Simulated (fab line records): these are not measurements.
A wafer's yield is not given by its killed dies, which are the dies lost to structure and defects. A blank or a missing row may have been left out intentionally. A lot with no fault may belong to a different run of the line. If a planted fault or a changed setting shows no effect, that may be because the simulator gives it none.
Lot-split experiment | flow berkeley cmos170 | route with 331 steps; 5 lots, 23 wafers read

SPLIT DETAILS
At UCB170_PFIELD_COAT_01 (resist thk 900 nm), the setting spin rpm was moved away from the recipe's 1500 rpm on 8 of the 23 wafers read, by +2.1% to +3.7%. For the rest of the wafers, this setting stayed at what the recipe calls for.

Reading taken at the split's own step.

THE READING
KrF_of_PFIELD_COAT_01.thk nm (the simulator's own value, which no gauge read), in nm, at UCB170_PFIELD_COAT_01 (resist thk 900 nm). There is no usual value for it anywhere in the file. Across the 15 wafers here that went through the recipe, the average is 903.4 nm and the standard deviation 1.8 nm.

wafer  | tool, chamber at the split | spin rpm as run, rpm | against the recipe | KrF_of_PFIELD_COAT_01.thk nm, nm | against lot-mates on the recipe
L075.1 | litho track-02, 0          | 1500                 | recipe             | 901.4                            | -
L075.3 | litho track-02, 0          | 1555                 | +3.7%              | 888.3                            | -14.7
L075.4 | litho track-02, 0          | 1500                 | recipe             | 904.5                            | -
L075.5 | litho track-02, 0          | 1555                 | +3.7%              | 888.9                            | -14.1
L075.6 | litho track-02, 0          | 1555                 | +3.7%              | 887.5                            | -15.5
L078.4 | litho track-02, 0          | 1500                 | recipe             | 901.9                            | -
L078.5 | litho track-02, 0          | 1500                 | recipe             | 901.6                            | -
L078.6 | litho track-02, 0          | 1500                 | recipe             | 900.9                            | -
L079.1 | litho track-02, 0          | 1500                 | recipe             | 904.8                            | -
L079.3 | litho track-02, 0          | 1500                 | recipe             | 905.1                            | -
L079.4 | litho track-02, 0          | 1500                 | recipe             | 901.5                            | -
L079.5 | litho track-02, 0          | 1500                 | recipe             | 902.4                            | -
L079.6 | litho track-02, 0          | 1500                 | recipe             | 904.3                            | -
L080.1 | litho track-03, 0          | 1500                 | recipe             | 906.9                            | -
L080.2 | litho track-03, 0          | 1500                 | recipe             | 905.1                            | -
L080.3 | litho track-03, 0          | 1531                 | +2.1%              | 897.7                            | -8.2
L080.4 | litho track-03, 0          | 1500                 | recipe             | 905.6                            | -
L080.6 | litho track-03, 0          | 1531                 | +2.1%              | 897.8                            | -8.1
L083.1 | litho track-02, 0          | 1549                 | +3.3%              | 887.1                            | -15.0
L083.2 | litho track-02, 0          | 1500                 | recipe             | 902.8                            | -
L083.3 | litho track-02, 0          | 1549                 | +3.3%              | 888.8                            | -13.4
L083.4 | litho track-02, 0          | 1500                 | recipe             | 901.5                            | -
L083.5 | litho track-02, 0          | 1549                 | +3.3%              | 889.4                            | -12.8

THE FIT
A straight line over all 23 wafers: KrF_of_PFIELD_COAT_01.thk nm changes by -4.19 nm for each +1% of spin rpm; r = -0.96; the points scatter about the line by 1.9 nm.
The same after taking each lot's own level away (the mean of its wafers on the recipe; 23 wafers): -4.08 nm for each +1%; r = -0.99; scatter 1 nm.
On that fit, the largest move of spin rpm shifts the reading by 15 nm.
The lots' own levels span 901.47 to 905.87 nm, that is 2.4 times the standard deviation above.
So the lot-to-lot level changes the slope little: the two slopes agree.
Check: with one of the wafers moved furthest among these (+3.7%) left out of the fit, the line predicts -15 nm for it against its lot-mates. It came out at -14.7 nm against them.

OTHER SPLITS APPLIED TO THESE WAFERS
These wafers also went through other splits before the reading. Each is held against what the fit with the lots' levels taken away leaves over:
other split on the same wafers       | wafers away from the commonest value | r with KrF_of_PFIELD_COAT_01.thk nm (lot level and that fit taken away)
UCB170_NWELL_CVD_04 time s           | 18                                   | -0.04
UCB170_NWELL_COAT_07 resist thk nm   | 8                                    | -0.17
UCB170_WELLDRIVE_OXIDATION_01 temp c | 15                                   | -0.06

THE WHOLE CHAIN: every reading that the file lists as answering this split, in the file's order
step                   | what it does      | reading                                                                       | change (the file's fit)              | r (the file's)
UCB170_PFIELD_COAT_01  | resist thk 900 nm | KrF_of_PFIELD_COAT_01.thk nm (the simulator's own value, which no gauge read) | -4.07 nm for each +1% of the setting | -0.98
UCB170_PFIELD_STRIP_08 | strips in O2      | strip time to endpoint s                                                      | withheld for each +1% of the setting | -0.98

THE FILE'S OWN FIT
KrF_of_PFIELD_COAT_01.thk nm changes by -4.07 nm for each +1% of spin rpm, r = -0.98.
